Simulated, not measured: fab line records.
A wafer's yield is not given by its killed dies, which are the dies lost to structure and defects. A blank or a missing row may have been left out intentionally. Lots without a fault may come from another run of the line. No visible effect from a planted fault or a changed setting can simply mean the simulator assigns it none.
fab line records    flow rit_cmos
record lots=7  wafers=21  last_day=8
route steps=202 shown ACTIVE@1 FOX1@20 FOX2@23 M1@202
lots that met no fault: from a run of the same line without faults
start_h: the number of hours between the record's first day and the start of the first shown wafer of the lot    wait_h: time in hours since the lot's previous step    " as in the row above    L1.1+2: a row that stands for several wafers    - no value, or no start given    * or withheld: withheld    < > ~ a bound
route shown NAME@n: a module of which the file shows steps, and the number in the route of the first    usual: mean and standard deviation over wafers with no fault    same: alike in all rows    chamber/n: place in a boat    sites: the reading at each site    _std_site: standard deviation of those values    _edge_site: inner sites' mean taken away from outer sites' mean    radius_mm: for every site, how far away it sits from the centre of the wafer    mask NAME#n: copy n    behind: the last tool/chamber to shape the wafer    hold: what put the lot on hold/how long, in hours/how the hold closed    device: whichever transistor did not switch (one of n, p or np)    end of line: the route-end tests of the same wafers    a step with no rows: only its recipe    killed: dies lost to structure and defects at the first sort, not the wafer's yield    map: a wafer's dies, x killed, . not, _ none there
set.NAME: the setting as run; set.NAME@STEP: as run at that earlier step    model.NAME: the simulator's own value behind a step, which no gauge read
certain route steps with their lots: each step a table, each wafer a row
services: the hour from which a tool's chamber was out of use, counted from the record's first day as start_h (under 0 if before that day), plus the number of hours and why
## steps
# step RIT_ACTIVE_BOW_MEAS_00
# recipe mode=bow
# usual INCOMING_BOW=0/6
lot.wafer  tool           chamber  start_h  wait_h  INCOMING_BOW[um]
L843.1     film_metro-02  -        15.00    -       -8
L843.2     "              -        "        "       -5
L843.5     "              -        "        "       -6
L853.1     film_metro-02  -        65.00    -       9
L853.3     "              -        "        "       6
L853.5     "              -        "        "       0
L856.3     film_metro-02  -        80.04    -       -1
L856.5     "              -        "        "       5
L856.6     "              -        "        "       1
L857.2     film_metro-03  -        85.02    -       -2
L857.3     "              -        "        "       -4
L857.5     "              -        "        "       -12
L859.1     film_metro-03  -        95.00    -       -1
L859.4     "              -        "        "       2
L859.6     "              -        "        "       -2
L862.1     film_metro-03  -        110.00   -       -3
L862.4     "              -        "        "       1
L862.5     "              -        "        "       -8
L863.1     film_metro-03  -        115.00   -       -7
L863.2     "              -        "        "       3
L863.6     "              -        "        "       0
# step RIT_ACTIVE_OXIDATION_01
# recipe temp_c=1000  ambient=O2  target_thk_a=468  ox_time_s=3360
# step RIT_ACTIVE_THK_MEAS_02
# recipe reads=SiO2_of_ACTIVE_OXIDATION_01
# usual ACTIVE_OXIDE_THK=46.6/0.71
lot.wafer  tool           chamber  start_h  wait_h  ACTIVE_OXIDE_THK[nm]
L843.1     film_metro-03  -        17.64    0.0     46.3
L843.2     "              -        "        "       46.2
L843.5     "              -        "        "       46.8
L853.1     film_metro-01  -        67.05    0.0     47.5
L853.3     "              -        "        "       47.4
L853.5     "              -        "        "       46.8
L856.3     film_metro-03  -        84.12    0.0     45.3
L856.5     "              -        "        "       45.8
L856.6     "              -        "        "       46.1
L857.2     film_metro-03  -        88.96    0.0     46.3
L857.3     "              -        "        "       46.6
L857.5     "              -        "        "       46.6
L859.1     film_metro-01  -        98.37    0.0     48.0
L859.4     "              -        "        "       47.3
L859.6     "              -        "        "       46.6
L862.1     film_metro-02  -        114.25   0.0     46.6
L862.4     "              -        "        "       47.3
L862.5     "              -        "        "       46.8
L863.1     film_metro-01  -        121.53   0.0     46.5
L863.2     "              -        "        "       46.5
L863.6     "              -        "        "       46.6
# step RIT_ACTIVE_CVD_03
# recipe material=Si3N4  target_thk_nm=150  temp_c=810  precursor=SiH2Cl2/NH3  time_s=1500  pressure_mtorr=300  sih2cl2_flow_sccm=60  nh3_flow_sccm=150
# usual pressure_mtorr=299.9/0.74  zone_power_source_pct=19.3/2.5
lot.wafer  tool      chamber  start_h  wait_h  pressure_mtorr  zone_power_source_pct  model.Si3N4_of_ACTIVE_CVD_03.thk_nm
L843.1     lpcvd-02  0        18.11    0.5     300.8           21.2                   147.1
L843.2     "         0        "        "       300.0           20.9                   147.4
L843.5     "         0        "        "       300.0           21.5                   147.8
L853.1     lpcvd-01  1        67.11    0.1     300.1           15.7                   149.2
L853.3     "         1        "        "       300.0           16.0                   150
L853.5     "         1        "        "       300.1           15.7                   148.4
L856.3     lpcvd-01  1        84.16    0.0     150.1           15.6                   121.8
L856.5     "         1        "        "       150.0           15.5                   122
L856.6     "         1        "        "       150.7           15.4                   121.1
L857.2     lpcvd-01  1        89.01    0.0     150.2           15.6                   119.9
L857.3     "         1        "        "       150.1           15.6                   120.8
L857.5     "         1        "        "       149.2           15.6                   120.3
L859.1     lpcvd-01  0        98.43    0.1     150.3           22.1                   123.2
L859.4     "         0        "        "       150.5           22.1                   122.4
L859.6     "         0        "        "       151.0           21.9                   122.7
L862.1     lpcvd-02  1        114.31   0.1     300.3           18.7                   152.5
L862.4     "         1        "        "       300.3           18.7                   151.5
L862.5     "         1        "        "       299.5           18.9                   152.4
L863.1     lpcvd-02  1        121.59   0.1     298.2           18.5                   149.7
L863.2     "         1        "        "       299.2           18.7                   149.9
L863.6     "         1        "        "       298.5           18.7                   150.1
# step RIT_ACTIVE_THK_MEAS_04
# recipe reads=Si3N4_of_ACTIVE_CVD_03
# usual ACTIVE_NITRIDE_THK=149.6/1.1
lot.wafer  tool           chamber  start_h  wait_h  ACTIVE_NITRIDE_THK[nm]
L843.1     film_metro-02  -        20.23    0.0     147.2
L843.2     "              -        "        "       147.3
L843.5     "              -        "        "       147.8
L853.1     film_metro-01  -        68.53    0.0     149.3
L853.3     "              -        "        "       149.9
L853.5     "              -        "        "       148.2
L856.3     film_metro-03  -        85.60    0.0     121.9
L856.5     "              -        "        "       122.0
L856.6     "              -        "        "       121.2
L857.2     film_metro-02  -        90.43    0.0     119.8
L857.3     "              -        "        "       120.7
L857.5     "              -        "        "       120.3
L859.1     film_metro-02  -        99.85    0.0     123.1
L859.4     "              -        "        "       122.4
L859.6     "              -        "        "       122.7
L862.1     film_metro-03  -        115.73   0.0     152.5
L862.4     "              -        "        "       151.5
L862.5     "              -        "        "       152.5
L863.1     film_metro-02  -        123.01   0.0     149.8
L863.2     "              -        "        "       150.0
L863.6     "              -        "        "       150.0
# step RIT_ACTIVE_HMDS_05
# recipe prime_time_s=60  prime_temp_c=140
# step RIT_ACTIVE_COAT_06
# recipe resist=NOVOLAK  spin_rpm=3250  resist_thk_nm=1000
# step RIT_ACTIVE_SOFTBAKE_07
# recipe resist=NOVOLAK  temp_c=90  time_s=60
# step RIT_ACTIVE_EXPOSE_08
# recipe mask_id=M1  na=0.6  source_shape=conventional  sigma_outer=0.6  target_cd_nm=1400  dose_mj=225
# step RIT_ACTIVE_PEB_09
# recipe resist=NOVOLAK  temp_c=withheld  time_s=withheld
# step RIT_ACTIVE_DEVELOP_10
# recipe resist=NOVOLAK  develop_time_s=50  dev_temp_c=23
# step RIT_ACTIVE_CD_MEAS_11
# recipe target_cd_nm=1400
# usual cd_nm=1400.1/2.3
lot.wafer  tool       chamber  start_h  wait_h  cd_nm
L843.1     cd_sem-02  -        21.44    -       1398.2
L843.2     "          -        "        "       1399.0
L843.5     "          -        "        "       1398.9
L853.1     cd_sem-02  -        69.56    -       1401.1
L853.3     "          -        "        "       1401.1
L853.5     "          -        "        "       1397.8
L856.3     cd_sem-01  -        86.53    -       1399.9
L856.5     "          -        "        "       1397.5
L856.6     "          -        "        "       1398.0
L857.2     cd_sem-02  -        91.67    -       1399.6
L857.3     "          -        "        "       1399.4
L857.5     "          -        "        "       1400.5
L859.1     cd_sem-01  -        100.89   -       1398.1
L859.4     "          -        "        "       1400.8
L859.6     "          -        "        "       1399.0
L862.1     cd_sem-01  -        116.64   -       1397.3
L862.4     "          -        "        "       1397.8
L862.5     "          -        "        "       1397.0
L863.1     cd_sem-01  -        124.04   -       1399.8
L863.2     "          -        "        "       1398.3
L863.6     "          -        "        "       1401.3
# step RIT_ACTIVE_HARDBAKE_12
# recipe resist=NOVOLAK  temp_c=140  time_s=60
# step RIT_ACTIVE_ETCH_13
# recipe stop_on=SiO2  chemistry=SF6  target=Si3N4  time_s=210  over_etch_frac=0.4  SF6_flow_sccm=200  pressure_mtorr=260  rf_w=125  target_depth_a=2100
# usual drypump_motor_current_A=5.9/0.32  oes_product_au=0.815/0.017  throttle_valve_pct=7.48/0.13
lot.wafer  tool         chamber  start_h  wait_h  drypump_motor_current_A  oes_product_au  rf_hours_counter_h  throttle_valve_pct  model.etch.depth_nm  model.ACTIVE.feature_depth_nm
L843.1     rie_diel-03  1        21.99    0.1     5.8                      0.827           97                  7.57                147.1                147.1
L843.2     "            2        "        "       5.6                      0.816           41                  7.41                147.4                147.4
L843.5     "            3        "        "       5.5                      0.838           -                   7.39                147.8                147.8
L853.1     rie_diel-02  1        69.83    0.1     5.7                      0.814           67                  7.56                149.2                149.2
L853.3     "            2        "        "       6.4                      0.819           87                  7.51                150                  150
L853.5     "            0        "        "       5.8                      0.807           -                   7.68                148.4                148.8
L856.3     rie_diel-02  3        86.76    0.1     5.5                      0.712           82                  7.43                121.8                121.8
L856.5     "            2        "        "       6.4                      0.737           -                   7.50                122                  122
L856.6     "            1        "        "       5.7                      0.726           -                   7.55                121.1                121.1
L857.2     rie_diel-02  2        91.92    0.1     6.4                      0.730           87                  7.51                119.9                119.9
L857.3     "            3        "        "       5.5                      0.708           82                  7.42                120.8                120.8
L857.5     "            2        "        "       6.4                      0.724           -                   7.51                120.3                120.3
L859.1     rie_diel-01  0        101.26   0.1     6.1                      0.723           94                  7.25                123.2                123.2
L859.4     "            1        "        "       6.3                      0.755           -                   7.54                122.4                122.8
L859.6     "            0        "        "       6.1                      0.717           -                   7.25                122.7                122.7
L862.1     rie_diel-02  3        116.91   0.1     5.5                      0.813           82                  7.42                152.5                152.5
L862.4     "            1        "        "       5.7                      0.811           68                  7.55                151.5                151.5
L862.5     "            2        "        "       6.4                      0.820           -                   7.51                152.4                152.4
L863.1     rie_diel-02  3        124.31   0.1     5.5                      0.787           82                  7.42                149.7                149.7
L863.2     "            0        "        "       5.8                      0.815           79                  7.69                149.9                150.2
L863.6     "            0        "        "       5.8                      0.819           -                   7.70                150.1                150.4
# step RIT_ACTIVE_STRIP_14
# recipe chemistry=O2  time_s=180  resist=NOVOLAK  platen_temp_c=withheld  power_w=500  pressure_mtorr=4000  o2_flow_sccm=4000
# usual drypump_motor_current_A=5.63/0.2  o2_flow_sccm=4001/13
lot.wafer  tool             chamber  start_h  wait_h  drypump_motor_current_A  o2_flow_sccm  rf_hours_counter_h
L843.1     plasma_asher-04  1        22.13    0.1     5.39                     3995          38
L843.2     "                0        "        "       5.75                     3964          38
L843.5     "                1        "        "       5.38                     3999          -
L853.1     plasma_asher-04  0        69.97    0.1     5.77                     4000          43
L853.3     "                0        "        "       5.74                     4007          -
L853.5     "                0        "        "       5.81                     4004          -
L856.3     plasma_asher-02  1        86.95    0.1     5.49                     4013          -
L856.5     "                1        "        "       5.48                     3988          -
L856.6     "                0        "        "       5.90                     3996          -
L857.2     plasma_asher-02  1        92.05    0.1     5.48                     4022          43
L857.3     "                0        "        "       5.83                     4001          -
L857.5     "                1        "        "       5.47                     4017          -
L859.1     plasma_asher-01  0        101.40   0.1     5.45                     3978          29
L859.4     "                0        "        "       5.43                     4005          -
L859.6     "                0        "        "       5.45                     3999          -
L862.1     plasma_asher-01  1        117.04   0.1     5.84                     3994          31
L862.4     "                0        "        "       5.43                     4031          -
L862.5     "                0        "        "       5.45                     4015          -
L863.1     plasma_asher-04  1        124.45   0.1     5.36                     4005          49
L863.2     "                0        "        "       5.81                     3993          49
L863.6     "                0        "        "       5.76                     4011          -
# step RIT_ACTIVE_CD_MEAS_90
# recipe target_cd_nm=1400
# usual cd_nm=1400.2/2.4
lot.wafer  tool       chamber  start_h  wait_h  cd_nm
L843.1     cd_sem-02  -        22.30    0.1     1397.8
L843.2     "          -        "        "       1398.6
L843.5     "          -        "        "       1398.8
L853.1     cd_sem-01  -        70.14    0.1     1401.3
L853.3     "          -        "        "       1400.6
L853.5     "          -        "        "       1397.6
L856.3     cd_sem-01  -        87.10    0.1     1400.0
L856.5     "          -        "        "       1397.3
L856.6     "          -        "        "       1398.2
L857.2     cd_sem-02  -        92.24    0.1     1399.0
L857.3     "          -        "        "       1400.1
L857.5     "          -        "        "       1400.4
L859.1     cd_sem-01  -        101.57   0.1     1398.3
L859.4     "          -        "        "       1400.9
L859.6     "          -        "        "       1399.1
L862.1     cd_sem-01  -        117.22   0.1     1397.5
L862.4     "          -        "        "       1398.2
L862.5     "          -        "        "       1397.2
L863.1     cd_sem-02  -        124.62   0.1     1399.9
L863.2     "          -        "        "       1398.7
L863.6     "          -        "        "       1401.5
# step RIT_ACTIVE_CLEAN_15
# recipe chemistry=SC1  mix=3:3:50  time_s=600  temp_c=75
# step RIT_ACTIVE_CLEAN_16
# recipe chemistry=dHF  dilution=50:1  time_s=30
# step RIT_ACTIVE_CLEAN_17
# recipe chemistry=SC2  mix=3:3:50  time_s=600  temp_c=75  dry=n2_spin
# step RIT_FOX1_OXIDATION_00
# recipe temp_c=1100  ambient=H2O  target_thk_a=3507  p_h2o_torr=720  ox_time_s=1130
# step RIT_FOX1_THK_MEAS_01
# recipe reads=SiO2_of_FOX1_OXIDATION_00
# usual FOX1_OXIDE_THK=352/5.5
lot.wafer  tool           chamber  start_h  wait_h  FOX1_OXIDE_THK[nm]
L843.1     film_metro-01  -        24.10    0.0     363
L843.2     "              -        "        "       355
L843.5     "              -        "        "       359
L853.1     film_metro-02  -        71.99    0.0     367
L853.3     "              -        "        "       367
L853.5     "              -        "        "       367
L856.3     film_metro-02  -        89.39    0.0     353
L856.5     "              -        "        "       354
L856.6     "              -        "        "       352
L857.2     film_metro-04  -        94.11    0.0     359
L857.3     "              -        "        "       353
L857.5     "              -        "        "       351
L859.1     film_metro-04  -        106.51   0.0     353
L859.4     "              -        "        "       349
L859.6     "              -        "        "       348
L862.1     film_metro-02  -        124.60   0.0     346
L862.4     "              -        "        "       350
L862.5     "              -        "        "       354
L863.1     film_metro-02  -        134.88   0.0     353
L863.2     "              -        "        "       351
L863.6     "              -        "        "       347
# step RIT_FOX1_WET_ETCH_02
# recipe chemistry=BOE  target_depth_nm=350  time_s=390  temp_c=21.5  dry=n2_spin  dilution=10:1  target=SiO2
# step RIT_FOX2_OXIDATION_00
# recipe temp_c=1100  ambient=H2O  target_thk_a=3507  p_h2o_torr=720  ox_time_s=1130
# step RIT_FOX2_THK_MEAS_01
# recipe reads=SiO2_of_FOX2_OXIDATION_00
# usual FOX2_OXIDE_THK=354/5.3
lot.wafer  tool           chamber  start_h  wait_h  FOX2_OXIDE_THK[nm]
L843.1     film_metro-04  -        25.67    0.0     351
L843.2     "              -        "        "       352
L843.5     "              -        "        "       348
L853.1     film_metro-01  -        73.48    0.0     357
L853.3     "              -        "        "       355
L853.5     "              -        "        "       359
L856.3     film_metro-03  -        90.88    0.0     363
L856.5     "              -        "        "       362
L856.6     "              -        "        "       360
L857.2     film_metro-03  -        96.45    0.0     353
L857.3     "              -        "        "       355
L857.5     "              -        "        "       360
L859.1     film_metro-04  -        109.34   0.0     360
L859.4     "              -        "        "       359
L859.6     "              -        "        "       355
L862.1     film_metro-04  -        133.57   0.0     353
L862.4     "              -        "        "       348
L862.5     "              -        "        "       351
L863.1     film_metro-03  -        140.07   0.0     357
L863.2     "              -        "        "       351
L863.6     "              -        "        "       351
# step RIT_FOX2_CLEAN_02
# recipe chemistry=dHF  dilution=50:1  time_s=180
lot.wafer  tool          chamber  start_h  wait_h  model.Si3N4_of_ACTIVE_CVD_03.thk_nm
L843.1     wet_bench-03  3        25.73    0.1     127.9
L843.2     "             3        "        "       128.2
L843.5     "             3        "        "       128.6
L853.1     wet_bench-02  3        73.54    0.1     130
L853.3     "             3        "        "       130.8
L853.5     "             3        "        "       129.2
L856.3     wet_bench-04  0        90.92    0.0     102.5
L856.5     "             0        "        "       102.8
L856.6     "             0        "        "       101.9
L857.2     wet_bench-02  2        96.50    0.0     100.6
L857.3     "             2        "        "       101.5
L857.5     "             2        "        "       101
L859.1     wet_bench-02  3        109.40   0.1     104
L859.4     "             3        "        "       103.2
L859.6     "             3        "        "       103.5
L862.1     wet_bench-04  0        133.63   0.1     133.4
L862.4     "             0        "        "       132.3
L862.5     "             0        "        "       133.3
L863.1     wet_bench-03  3        140.13   0.1     130.5
L863.2     "             3        "        "       130.7
L863.6     "             3        "        "       130.9
# step RIT_FOX2_WET_ETCH_03
# recipe chemistry=H3PO4  target=Si3N4  target_depth_nm=195  temp_c=165  time_s=2700
# step RIT_M1_PROBE_99
# usual killed_at_contacts=0.1/0.3  killed_at_front_end=7/3.1  killed_dies=7/3.1  killed_on_rim=1.9/1.5  killed_open=3.8/2.3  killed_short=3.2/1.9
# same gross_dies=264  killed_at_M0_to_M3=0  killed_at_M4_up=0  killed_at_back_side=0  killed_at_other=0
lot.wafer  tool       chamber  start_h  wait_h  killed_at_contacts  killed_at_front_end  killed_dies  killed_on_rim  killed_open  killed_short  model.etest.pldd.width_nm  model.etest.nldd.width_nm
L843.1     prober-02  -        69.11    0.1     0                   10                   10           2              5            5             3149                       3155
L843.2     prober-02  -        69.16    0.1     0                   7                    7            3              3            4             3162                       3183
L843.5     prober-02  -        69.31    0.2     0                   4                    4            1              1            3             3161                       3166
L853.1     prober-02  -        119.46   0.1     0                   7                    7            2              4            3             3144                       3147
L853.3     prober-02  -        119.56   0.2     1                   8                    9            1              5            3             3146                       3156
L853.5     prober-02  -        119.66   0.2     0                   5                    5            2              4            1             3159                       3148
L856.3     prober-01  -        137.50   0.2     0                   7                    7            3              4            3             3139                       3154
L856.5     prober-01  -        137.60   0.2     0                   3                    3            0              2            1             3129                       3122
L856.6     prober-01  -        137.65   0.2     0                   5                    5            1              3            2             3125                       3126
L857.2     prober-01  -        153.98   0.1     0                   6                    6            2              5            1             3136                       3133
L857.3     prober-01  -        154.03   0.2     0                   15                   15           5              13           2             3150                       3146
L857.5     prober-01  -        154.13   0.2     0                   10                   10           5              7            3             3126                       3118
L859.1     prober-01  -        167.12   0.1     0                   9                    9            4              5            4             3124                       3100
L859.4     prober-01  -        167.27   0.2     0                   9                    9            1              6            3             3125                       3118
L859.6     prober-01  -        167.37   0.2     0                   7                    7            2              4            3             3111                       3141
L862.1     prober-02  -        181.89   0.1     0                   3                    3            1              2            1             3192                       3178
L862.4     prober-02  -        182.04   0.2     0                   9                    9            3              2            7             3178                       3202
L862.5     prober-02  -        182.09   0.2     0                   4                    4            0              1            3             3165                       3166
L863.1     prober-01  -        184.32   0.1     0                   3                    3            0              1            2             3161                       3185
L863.2     prober-01  -        184.37   0.1     0                   7                    7            2              4            3             3168                       3193
L863.6     prober-01  -        184.57   0.2     0                   7                    7            1              4            3             3183                       3184
# killed by level:class
L843.1 GATE:geometric_particle:open=4 GATE:geometric_particle:short=2 SPACER:geometric_particle:short=2 FOX1:geometric_particle:short=1 REOX:geometric_particle:open=1
L843.2 GATE:geometric_particle:open=3 GATE:geometric_particle:short=2 SPACER:geometric_particle:short=2
L843.5 REOX:geometric_particle:short=2 SPACER:geometric_particle:short=1 SPACER:geometric_particle:open=1
L853.1 GATE:geometric_particle:short=2 GATE:geometric_particle:open=2 SPACER:geometric_particle:open=2 SPACER:geometric_particle:short=1
L853.3 SPACER:geometric_particle:open=2 FOX1:geometric_particle:short=1 GATE:geometric_particle:open=1 GATE:geometric_particle:short=1 REOX:geometric_particle:short=1 SILICIDE:geometric_particle:open=1 CONTACT:geometric_particle:open=1 PLDD:coat_microbubble_printed=1
L853.5 GATE:geometric_particle:open=2 GATE:geometric_particle:short=1 REOX:geometric_particle:open=1 SILICIDE:geometric_particle:open=1
L856.3 GATE:geometric_particle:open=3 FOX1:geometric_particle:short=1 FOX2:geometric_particle:short=1 GATE:geometric_particle:short=1 REOX:geometric_particle:open=1
L856.5 FOX1:geometric_particle:open=1 SPACER:geometric_particle:short=1 SILICIDE:geometric_particle:open=1
L856.6 FOX1:geometric_particle:open=1 FOX2:geometric_particle:open=1 GATE:geometric_particle:open=1 REOX:geometric_particle:short=1 SPACER:geometric_particle:short=1
L857.2 FOX2:geometric_particle:open=3 FOX1:geometric_particle:short=1 FOX1:geometric_particle:open=1 GATE:geometric_particle:open=1
L857.3 FOX1:geometric_particle:open=4 SPACER:geometric_particle:open=4 FOX2:geometric_particle:open=2 REOX:geometric_particle:open=2 SILICIDE:geometric_particle:short=2 GATE:geometric_particle:open=1
L857.5 FOX1:geometric_particle:open=2 FOX2:geometric_particle:short=2 GATE:geometric_particle:open=2 SILICIDE:geometric_particle:open=2 SPACER:geometric_particle:open=1 SILICIDE:geometric_particle:short=1
L859.1 GATE:geometric_particle:short=4 FOX1:geometric_particle:open=2 FOX2:geometric_particle:open=1 GATE:geometric_particle:open=1 SPACER:geometric_particle:open=1
L859.4 GATE:geometric_particle:short=2 REOX:geometric_particle:open=2 FOX1:geometric_particle:open=1 FOX2:geometric_particle:short=1 SPACER:geometric_particle:open=1 GATE:geometric_particle:open=1 SILICIDE:geometric_particle:open=1
L859.6 SILICIDE:geometric_particle:open=2 FOX1:geometric_particle:open=1 FOX1:geometric_particle:short=1 GATE:geometric_particle:short=1 GATE:geometric_particle:open=1 SILICIDE:geometric_particle:short=1
L862.1 FOX2:geometric_particle:short=1 GATE:geometric_particle:open=1 SILICIDE:geometric_particle:open=1
L862.4 GATE:geometric_particle:short=5 FOX1:geometric_particle:short=2 GATE:geometric_particle:open=2
L862.5 SILICIDE:geometric_particle:short=2 GATE:geometric_particle:open=1 REOX:geometric_particle:short=1
L863.1 FOX1:geometric_particle:short=1 GATE:geometric_particle:open=1 GATE:geometric_particle:short=1
L863.2 FOX2:geometric_particle:open=2 FOX2:geometric_particle:short=1 GATE:geometric_particle:short=1 GATE:geometric_particle:open=1 REOX:geometric_particle:short=1 SILICIDE:geometric_particle:open=1
L863.6 GATE:geometric_particle:open=2 SPACER:geometric_particle:short=2 GATE:geometric_particle:short=1 REOX:geometric_particle:open=1 SILICIDE:geometric_particle:open=1
## services
tool             chamber  start_h  hours  kind
plasma_asher-02  -        6.48     1.9    repair
rie_diel-01      -        12.82    14.6   pm
rie_diel-03      3        13.03    1.4    repair
rie_diel-02      -        26.10    2.8    pm
rie_diel-02      -        37.50    0.2    repair
plasma_asher-02  -        74.68    1.6    repair
wet_bench-03     -        74.90    1.9    pm
wet_bench-04     -        88.83    1.9    pm
rie_diel-01      3        92.26    14.8   repair
rie_diel-03      2        97.27    7.3    repair
wet_bench-04     -        103.31   1.6    repair
wet_bench-03     -        107.65   11.5   repair
plasma_asher-02  -        108.75   9.0    pm
plasma_asher-02  0        108.75   9.0    vent_cycle
plasma_asher-02  1        108.75   9.0    vent_cycle
plasma_asher-02  0        117.75   -      clean
plasma_asher-02  1        117.75   -      clean
## key
first_sign step=RIT_ACTIVE_CVD_03  reading=pressure_mtorr  direction=down  sigmas=99+  usual=299.9  struck=150.2
effect step=RIT_ACTIVE_THK_MEAS_04  reading=ACTIVE_NITRIDE_THK  direction=down  sigmas=25  usual=149.6  struck=121.5
effect step=RIT_ACTIVE_ETCH_13  reading=oes_product_au  direction=down  sigmas=5.3  usual=0.815  struck=0.726
model_effect step=RIT_ACTIVE_CVD_03  value=Si3N4_of_ACTIVE_CVD_03.thk_nm  without=149.7  struck=121.6
model_effect step=RIT_ACTIVE_ETCH_13  value=etch.depth_nm  without=149.7  struck=121.6
model_effect step=RIT_FOX2_CLEAN_02  value=Si3N4_of_ACTIVE_CVD_03.thk_nm  without=130.5  struck=102.3
model_effect step=RIT_M1_PROBE_99  value=etest.pldd.width_nm  without=3169  struck=3129
met_at RIT_ACTIVE_CVD_03
struck_wafers L856.3,L856.5,L856.6,L857.2,L857.3,L857.5,L859.1,L859.4,L859.6
tester_left_out L856,L857,L859
onset_between 67.11 84.16
fault kind=process_parameter_drift  tool=lpcvd-01  chamber=-  onset_h=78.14  steps=RIT_ACTIVE_CVD_03  channel=pressure_mtorr  offset=-150  shape=step  end_h=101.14  acts_in=these_recipes_only  stated=300
# tester_left_out: of these lots the tester's yield and bins aren't shown, on N5 and GAA mostly nor the transistor test; their killed dies are dies lost to structure and defects alone, not to doping, threshold or leakage, so they don't give the yield
